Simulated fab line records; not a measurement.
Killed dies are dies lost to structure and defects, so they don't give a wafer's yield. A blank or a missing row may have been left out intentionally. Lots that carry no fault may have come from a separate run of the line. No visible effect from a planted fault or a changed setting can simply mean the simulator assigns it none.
Which tool did it?    flow berkeley_cmos170    18 wafers from 6 lots sampled at 2 of the route's 331 steps

WHAT THE GAUGES READ, wafer by wafer
UCB170_CONTACT_THK_MEAS_02.
lot   measured      on             CONTACT_PSG_THK (nm)
L353  day 7 04:56   film_metro-03  708 705 715
L361  day 8 21:02   film_metro-04  802 805 798 802 805 799
L363  day 9 06:05   film_metro-03  695 683 687
L367  day 10 07:49  film_metro-03  701 701 700
L371  day 11 16:11  film_metro-02  700 702 704
L373  day 12 00:54  film_metro-02  702 707 703

WHICH TOOL RAN EACH LOT (tool, then ch and the chambers of the sampled wafers, then the start)
lot   UCB170_CONTACT_CVD_01
L353  lpcvd-02 ch 1, day 7 03:10
L361  lpcvd-02 ch 0, day 8 19:13
L363  lpcvd-01 ch 0, day 9 02:04
L367  lpcvd-01 ch 1, day 10 06:02
L371  lpcvd-01 ch 0, day 11 14:24
L373  lpcvd-01 ch 0, day 11 23:07
- UCB170_CONTACT_CVD_01: deposits PSG from SiH4/O2/PH3, target thk 700 nm, time 2820 s.

THE ANSWER, worked out from the rows above alone
Rule: usual is defined by the lots themselves. Put in order of their means at a reading, lots are off if they are a third of the lots or fewer, leave a main group of 4 or more, and stand apart from it by a gap of 3 or more times the standard deviation of the main group's means; of several such gaps the widest counts. Not used: any main group whose means are identical at the precision the tables above print for the reading. Also off: a lot with no number at a reading for which 4 or more lots have one. Any other lot the step has rows for is counted as sound.
Off: L361, seen at UCB170_CONTACT_THK_MEAS_02 (CONTACT_PSG_THK). Main group: mean 701 nm, sd 6.9.
If a tool, at a process step before that reading, ran all the lots that are off and no sound lot after the first of them, it fits. The gauges at UCB170_CONTACT_THK_MEAS_02 are tried like those tools. Can't be told from this: 2 tools fit, lpcvd-02 at UCB170_CONTACT_CVD_01, film_metro-04 at UCB170_CONTACT_THK_MEAS_02.

WHAT WAS PUT IN BY THE SIMULATOR
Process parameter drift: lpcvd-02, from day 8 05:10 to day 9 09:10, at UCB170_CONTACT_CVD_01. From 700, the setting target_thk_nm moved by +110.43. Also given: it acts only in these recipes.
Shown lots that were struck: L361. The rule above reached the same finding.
